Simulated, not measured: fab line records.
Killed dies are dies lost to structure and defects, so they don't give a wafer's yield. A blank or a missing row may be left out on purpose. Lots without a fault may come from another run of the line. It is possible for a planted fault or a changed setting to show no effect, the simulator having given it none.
Matching of chambers || flow rit_cmos || RIT_CONTACT_ETCH_11 on rie_diel-01 has 4 sister chambers
The step etches SiO2 in CHF3/CF4/Ar, stops on TiSi2, target depth 480 nm, time 320 s. 4 wafers are shown with their chamber, then 7 later ones without.

## WAFERS PAIRED WITH THEIR CHAMBERS
{"wafer": "L733.2", "chamber": 2, "throttle_valve_pct (%)": 8.60}
{"wafer": "L733.6", "chamber": 1, "throttle_valve_pct (%)": 8.74}
{"wafer": "L739.1", "chamber": 3, "throttle_valve_pct (%)": 8.70}
{"wafer": "L739.5", "chamber": 0, "throttle_valve_pct (%)": 8.87}

## WAFERS WITH NO CHAMBER GIVEN
{"wafer": "L739.6", "throttle_valve_pct (%)": 8.69}
{"wafer": "L742.1", "throttle_valve_pct (%)": 8.87}
{"wafer": "L742.4", "throttle_valve_pct (%)": 8.76}
{"wafer": "L742.5", "throttle_valve_pct (%)": 8.69}
{"wafer": "L748.1", "throttle_valve_pct (%)": 8.69}
{"wafer": "L748.2", "throttle_valve_pct (%)": 8.87}
{"wafer": "L748.4", "throttle_valve_pct (%)": 8.60}

## CHAMBER TAKEN BY EACH
{"wafer": "L739.6", "from the rows above": 3, "in truth": 3}
{"wafer": "L742.1", "from the rows above": 0, "in truth": 0}
{"wafer": "L742.4", "from the rows above": 1, "in truth": 1}
{"wafer": "L742.5", "from the rows above": 3, "in truth": 3}
{"wafer": "L748.1", "from the rows above": 3, "in truth": 3}
{"wafer": "L748.2", "from the rows above": 0, "in truth": 0}
{"wafer": "L748.4", "from the rows above": 2, "in truth": 2}
7 of 7 placed correctly. Left unplaced by these rows: 0. Number placed wrongly: 0.
How it was worked out, from the rows above alone: a wafer's distance from a chamber is the root of the sum, over the readings, of the square of ((its reading less the chamber's mean) divided by the reading's scatter). If the next closest chamber is less than 2 further off than the closest, the wafer can't be placed; otherwise it belongs to the closest. Each chamber's mean is taken over the wafers shown for it. The scatter (one wafer shown for each chamber): square how far every hidden wafer sits from the nearest shown wafer, average those squares and take the square root.
